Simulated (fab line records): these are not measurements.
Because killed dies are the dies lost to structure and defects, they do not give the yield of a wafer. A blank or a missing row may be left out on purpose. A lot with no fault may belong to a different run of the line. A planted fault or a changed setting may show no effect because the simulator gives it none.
What tool caused it? :: flow berkeley cmos170 :: 14 lots, 42 wafers sampled, at 4 steps of a route of 331

== WHAT THE GAUGES SHOWED, per wafer ==
The record lacks any reading of a measuring or inspecting step that a usual standard deviation could be used to judge.

== TOOL THAT RAN EACH LOT (tool first, then ch and the chambers of the sampled wafers, then the start) ==
lot: L705
UCB170_SDANNEAL_RTA_01: rtp anneal-02 ch 0, day 7 19:16
UCB170_M1_METAL_ETCH_12: rie metal-04 ch 1, day 8 05:30
UCB170_M2_ETCH_17: rie diel-03 ch 1,2,3, day 8 13:16
UCB170_M3_ETCH_17: rie diel-01 ch 0,1,3, day 8 19:14

lot: L707
UCB170_SDANNEAL_RTA_01: rtp anneal-02 ch 0, day 8 06:37
UCB170_M1_METAL_ETCH_12: rie metal-01 ch 0,1, day 8 13:37
UCB170_M2_ETCH_17: rie diel-03 ch 1,2, day 8 21:25
UCB170_M3_ETCH_17: rie diel-04 ch 0,2, day 9 03:52

lot: L711
UCB170_SDANNEAL_RTA_01: rtp anneal-02 ch 0, day 9 09:07
UCB170_M1_METAL_ETCH_12: rie metal-03 ch 0,1, day 9 16:39
UCB170_M2_ETCH_17: rie diel-04 ch 1,2,3, day 10 01:07
UCB170_M3_ETCH_17: rie diel-01 ch 0,2, day 10 06:01

lot: L712
UCB170_SDANNEAL_RTA_01: rtp anneal-02 ch 0, day 9 09:43
UCB170_M1_METAL_ETCH_12: rie metal-04 ch 0,1, day 9 17:12
UCB170_M2_ETCH_17: rie diel-03 ch 1,3, day 10 01:23
UCB170_M3_ETCH_17: rie diel-01 ch 0,2,3, day 10 06:44

lot: L713
UCB170_SDANNEAL_RTA_01: rtp anneal-02 ch 0, day 9 20:04
UCB170_M1_METAL_ETCH_12: rie metal-04 ch 0,1, day 10 04:41
UCB170_M2_ETCH_17: rie diel-03 ch 0,1,2, day 10 12:41
UCB170_M3_ETCH_17: rie diel-01 ch 1,2,3, day 10 20:36

lot: L714
UCB170_SDANNEAL_RTA_01: rtp anneal-01 ch 0, day 9 20:15
UCB170_M1_METAL_ETCH_12: rie metal-03 ch 0,1, day 10 04:16
UCB170_M2_ETCH_17: rie diel-04 ch 0,1,3, day 10 12:26
UCB170_M3_ETCH_17: rie diel-04 ch 2,3, day 10 19:52

lot: L716
UCB170_SDANNEAL_RTA_01: rtp anneal-01 ch 0, day 10 12:03
UCB170_M1_METAL_ETCH_12: rie metal-04 ch 0,1, day 10 21:04
UCB170_M2_ETCH_17: rie diel-03 ch 1,2,3, day 11 03:50
UCB170_M3_ETCH_17: rie diel-02 ch 0,1, day 11 09:13

lot: L717
UCB170_SDANNEAL_RTA_01: rtp anneal-02 ch 0, day 10 12:41
UCB170_M1_METAL_ETCH_12: rie metal-03 ch 0,1, day 10 22:07
UCB170_M2_ETCH_17: rie diel-04 ch 0,1,3, day 11 05:09
UCB170_M3_ETCH_17: rie diel-02 ch 0,2, day 11 12:37

lot: L719
UCB170_SDANNEAL_RTA_01: rtp anneal-01 ch 0, day 11 03:02
UCB170_M1_METAL_ETCH_12: rie metal-04 ch 0,1, day 11 13:13
UCB170_M2_ETCH_17: rie diel-02 ch 1,2,3, day 11 22:07
UCB170_M3_ETCH_17: rie diel-01 ch 1,2,3, day 12 03:02

lot: L721
UCB170_SDANNEAL_RTA_01: rtp anneal-02 ch 0, day 11 03:31
UCB170_M1_METAL_ETCH_12: rie metal-01 ch 0,1, day 11 13:23
UCB170_M2_ETCH_17: rie diel-03 ch 0,1, day 11 22:31
UCB170_M3_ETCH_17: rie diel-02 ch 1,2, day 12 03:29

lot: L720
UCB170_SDANNEAL_RTA_01: rtp anneal-01 ch 0, day 11 03:43
UCB170_M1_METAL_ETCH_12: rie metal-03 ch 0,1, day 11 14:23
UCB170_M2_ETCH_17: rie diel-02 ch 1,2,3, day 11 22:47
UCB170_M3_ETCH_17: rie diel-04 ch 1,2,3, day 12 04:02

lot: L724
UCB170_SDANNEAL_RTA_01: rtp anneal-02 ch 0, day 11 16:34
UCB170_M1_METAL_ETCH_12: rie metal-01 ch 0,1, day 12 01:20
UCB170_M2_ETCH_17: rie diel-04 ch 0,1,2, day 12 10:56
UCB170_M3_ETCH_17: rie diel-02 ch 0,2,3, day 12 16:36

lot: L725
UCB170_SDANNEAL_RTA_01: rtp anneal-01 ch 0, day 11 16:34
UCB170_M1_METAL_ETCH_12: rie metal-03 ch 0,1, day 12 00:56
UCB170_M2_ETCH_17: rie diel-02 ch 0,1,2, day 12 10:02
UCB170_M3_ETCH_17: rie diel-01 ch 0,2, day 12 15:30

lot: L726
UCB170_SDANNEAL_RTA_01: rtp anneal-02 ch 0, day 12 09:26
UCB170_M1_METAL_ETCH_12: rie metal-03 ch 0,1, day 12 17:02
UCB170_M2_ETCH_17: rie diel-04 ch 0,1,3, day 13 01:25
UCB170_M3_ETCH_17: rie diel-02 ch 0,3, day 13 07:58
- UCB170_SDANNEAL_RTA_01: time 5 s.
- UCB170_M1_METAL_ETCH_12: etches Al in Cl2/BCl3, stops on PSG, target depth 780 nm, time 130 s.
- UCB170_M2_ETCH_17: etches BARC in N2/H2.
- UCB170_M3_ETCH_17: etches BARC in N2/H2.

== AS READ BY THE TOOLS THEMSELVES (means over the sampled wafers that have a number; for cases with no such wafer, the mark the record gives instead) ==
UCB170_SDANNEAL_RTA_01.
lot: L705
tool: rtp anneal-02
lamp power pct (%): 40.0
wafer_temp_C_max: 1054.1

lot: L707
tool: rtp anneal-02
lamp power pct (%): 39.9
wafer_temp_C_max: 1054.4

lot: L711
tool: rtp anneal-02
lamp power pct (%): 39.9
wafer_temp_C_max: 1054.9

lot: L712
tool: rtp anneal-02
lamp power pct (%): 40.0
wafer_temp_C_max: 1055.3

lot: L713
tool: rtp anneal-02
lamp power pct (%): 40.0
wafer_temp_C_max: 1054.9

lot: L714
tool: rtp anneal-01
lamp power pct (%): 38.1
wafer_temp_C_max: 1054.9

lot: L716
tool: rtp anneal-01
lamp power pct (%): 38.1
wafer_temp_C_max: 1055.2

lot: L717
tool: rtp anneal-02
lamp power pct (%): 40.0
wafer_temp_C_max: 1053.7

lot: L719
tool: rtp anneal-01
lamp power pct (%): 38.1
wafer_temp_C_max: 1055.8

lot: L721
tool: rtp anneal-02
lamp power pct (%): 39.9
wafer_temp_C_max: 1054.6

lot: L720
tool: rtp anneal-01
lamp power pct (%): 38.2
wafer_temp_C_max: 1054.9

lot: L724
tool: rtp anneal-02
lamp power pct (%): 40.0
wafer_temp_C_max: 1055.2

lot: L725
tool: rtp anneal-01
lamp power pct (%): 38.2
wafer_temp_C_max: 1056.5

lot: L726
tool: rtp anneal-02
lamp power pct (%): 40.0
wafer_temp_C_max: 1053.7

UCB170_M1_METAL_ETCH_12.
lot: L705
tool: rie metal-04
drypump motor current A (A): 5.9
he backside leak sccm (sccm): 3.2
mfc cl2 sccm (sccm): 89.90
oes product au (a.u.): 0.845
run length s (s): 158.8
throttle valve pct (%): 24.17

lot: L707
tool: rie metal-01
drypump motor current A (A): 5.5
he backside leak sccm (sccm): 3.3
mfc cl2 sccm (sccm): 90.14
oes product au (a.u.): 0.837
run length s (s): 158.6
throttle valve pct (%): 24.16

lot: L711
tool: rie metal-03
drypump motor current A (A): 5.9
he backside leak sccm (sccm): 3.5
mfc cl2 sccm (sccm): 89.95
oes product au (a.u.): 0.857
run length s (s): 158.1
throttle valve pct (%): 24.66

lot: L712
tool: rie metal-04
drypump motor current A (A): 5.9
he backside leak sccm (sccm): 3.5
mfc cl2 sccm (sccm): 90.01
oes product au (a.u.): 0.852
run length s (s): 159.2
throttle valve pct (%): 24.21

lot: L713
tool: rie metal-04
drypump motor current A (A): 5.9
he backside leak sccm (sccm): 3.2
mfc cl2 sccm (sccm): 89.96
oes product au (a.u.): 0.861
run length s (s): 159.2
throttle valve pct (%): 24.28

lot: L714
tool: rie metal-03
drypump motor current A (A): 5.9
he backside leak sccm (sccm): 3.3
mfc cl2 sccm (sccm): 89.86
oes product au (a.u.): 0.859
run length s (s): 157.6
throttle valve pct (%): 24.65

lot: L716
tool: rie metal-04
drypump motor current A (A): 5.9
he backside leak sccm (sccm): 3.4
mfc cl2 sccm (sccm): 89.97
oes product au (a.u.): 0.860
run length s (s): 158.9
throttle valve pct (%): 24.27

lot: L717
tool: rie metal-03
drypump motor current A (A): 5.9
he backside leak sccm (sccm): 3.3
mfc cl2 sccm (sccm): 89.98
oes product au (a.u.): 0.864
run length s (s): 157.7
throttle valve pct (%): 24.66

lot: L719
tool: rie metal-04
drypump motor current A (A): 5.9
he backside leak sccm (sccm): 3.4
mfc cl2 sccm (sccm): 89.95
oes product au (a.u.): 0.868
run length s (s): 159.1
throttle valve pct (%): 24.26

lot: L721
tool: rie metal-01
drypump motor current A (A): 5.3
he backside leak sccm (sccm): 3.4
mfc cl2 sccm (sccm): 89.84
oes product au (a.u.): 0.846
run length s (s): 158.4
throttle valve pct (%): 24.16

lot: L720
tool: rie metal-03
drypump motor current A (A): 5.9
he backside leak sccm (sccm): 3.3
mfc cl2 sccm (sccm): 90.09
oes product au (a.u.): 0.860
run length s (s): 157.7
throttle valve pct (%): 24.67

lot: L724
tool: rie metal-01
drypump motor current A (A): 5.6
he backside leak sccm (sccm): 3.6
mfc cl2 sccm (sccm): 89.86
oes product au (a.u.): 0.836
run length s (s): 158.5
throttle valve pct (%): 24.16

lot: L725
tool: rie metal-03
drypump motor current A (A): 5.9
he backside leak sccm (sccm): 3.4
mfc cl2 sccm (sccm): 89.93
oes product au (a.u.): 0.818
run length s (s): 170.7
throttle valve pct (%): 24.69

lot: L726
tool: rie metal-03
drypump motor current A (A): 5.9
he backside leak sccm (sccm): 3.4
mfc cl2 sccm (sccm): 90.06
oes product au (a.u.): 0.815
run length s (s): 170.6
throttle valve pct (%): 24.69

UCB170_M2_ETCH_17.
lot: L705
tool: rie diel-03
drypump motor current A (A): 5.4
oes product au (a.u.): 1.012
throttle valve pct (%): 13.15

lot: L707
tool: rie diel-03
drypump motor current A (A): 5.6
oes product au (a.u.): 0.992
throttle valve pct (%): 12.98

lot: L711
tool: rie diel-04
drypump motor current A (A): 6.1
oes product au (a.u.): 1.025
throttle valve pct (%): 13.23

lot: L712
tool: rie diel-03
drypump motor current A (A): 5.6
oes product au (a.u.): 1.007
throttle valve pct (%): 12.99

lot: L713
tool: rie diel-03
drypump motor current A (A): 5.5
oes product au (a.u.): 1.013
throttle valve pct (%): 13.11

lot: L714
tool: rie diel-04
drypump motor current A (A): 5.7
oes product au (a.u.): 1.026
throttle valve pct (%): 13.11

lot: L716
tool: rie diel-03
drypump motor current A (A): 5.4
oes product au (a.u.): 1.027
throttle valve pct (%): 13.18

lot: L717
tool: rie diel-04
drypump motor current A (A): 5.7
oes product au (a.u.): 1.023
throttle valve pct (%): 13.10

lot: L719
tool: rie diel-02
drypump motor current A (A): 6.0
oes product au (a.u.): 1.001
throttle valve pct (%): 13.15

lot: L721
tool: rie diel-03
drypump motor current A (A): 5.6
oes product au (a.u.): 1.006
throttle valve pct (%): 13.02

lot: L720
tool: rie diel-02
drypump motor current A (A): 6.0
oes product au (a.u.): 1.006
throttle valve pct (%): 13.15

lot: L724
tool: rie diel-04
drypump motor current A (A): 5.9
oes product au (a.u.): 1.028
throttle valve pct (%): 13.07

lot: L725
tool: rie diel-02
drypump motor current A (A): 6.1
oes product au (a.u.): 0.979
throttle valve pct (%): 13.13

lot: L726
tool: rie diel-04
drypump motor current A (A): 5.7
oes product au (a.u.): 1.024
throttle valve pct (%): 13.11

UCB170_M3_ETCH_17.
lot: L705
tool: rie diel-01
drypump motor current A (A): 6.0
oes product au (a.u.): 1.01
throttle valve pct (%): 13.48

lot: L707
tool: rie diel-04
drypump motor current A (A): 6.0
oes product au (a.u.): 1.01
throttle valve pct (%): 13.19

lot: L711
tool: rie diel-01
drypump motor current A (A): 6.4
oes product au (a.u.): 0.97
throttle valve pct (%): 13.39

lot: L712
tool: rie diel-01
drypump motor current A (A): 5.9
oes product au (a.u.): 0.98
throttle valve pct (%): 13.34

lot: L713
tool: rie diel-01
drypump motor current A (A): 5.7
oes product au (a.u.): 1.00
throttle valve pct (%): 13.48

lot: L714
tool: rie diel-04
drypump motor current A (A): 6.0
oes product au (a.u.): 1.02
throttle valve pct (%): 13.41

lot: L716
tool: rie diel-02
drypump motor current A (A): 6.2
oes product au (a.u.): 0.97
throttle valve pct (%): 13.03

lot: L717
tool: rie diel-02
drypump motor current A (A): 5.8
oes product au (a.u.): 1.02
throttle valve pct (%): 13.23

lot: L719
tool: rie diel-01
drypump motor current A (A): 5.7
oes product au (a.u.): 1.00
throttle valve pct (%): 13.48

lot: L721
tool: rie diel-02
drypump motor current A (A): 6.3
oes product au (a.u.): 0.98
throttle valve pct (%): 13.07

lot: L720
tool: rie diel-04
drypump motor current A (A): 6.1
oes product au (a.u.): 1.03
throttle valve pct (%): 13.23

lot: L724
tool: rie diel-02
drypump motor current A (A): 5.6
oes product au (a.u.): 1.01
throttle valve pct (%): 13.21

lot: L725
tool: rie diel-01
drypump motor current A (A): 6.4
oes product au (a.u.): 0.97
throttle valve pct (%): 13.40

lot: L726
tool: rie diel-02
drypump motor current A (A): 5.5
oes product au (a.u.): 1.00
throttle valve pct (%): 13.20

== THE ANSWER, worked out from the rows above alone ==
Rule: usual is defined by the lots themselves. Put in order of their means at a reading, lots are off if they are a third of the lots or fewer, leave a main group of 4 or more, and stand apart from it by a gap of 3 or more times the standard deviation of the main group's means; of several such gaps the widest counts. A main group whose means are all the same, to the digits that the tables above print for the reading, isn't used. Also off: a lot with no number at a reading for which 4 or more lots have one. Any other lot the step has rows for is counted as sound. Order of review: gauges by route order, followed by the tools' own readings, for which a lot's mean as printed above is used. The first step at which some lot is off is used, and at that step the reading that is off furthest; a lot without a number counts as furthest.
Off: L725, L726, at UCB170_M1_METAL_ETCH_12 (run length s). The main group: mean 158.5 s, standard deviation 0.57.
A tool fits if, at that step or a process step before it, it ran every lot that is off, and no sound lot after the first of them. One fits: rie metal-03 at UCB170_M1_METAL_ETCH_12. Its last sound lot is L720 (day 11 14:23), its first lot that is off L725 (day 12 00:56): a fault that began between those two fits.
The tool's own readings at UCB170_M1_METAL_ETCH_12 bear it out: on the lots that are off they differ by more than 5 times the standard deviation of the sound lots' means. run length s reads 170.6 s there against 158.5 s on the sound lots.

== WHAT THE SIMULATOR HAD PUT IN ==
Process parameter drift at UCB170_M1_METAL_ETCH_12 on rie metal-03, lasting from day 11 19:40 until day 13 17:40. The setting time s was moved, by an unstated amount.
Lots struck among those shown: L725, L726. The rule above found the same.
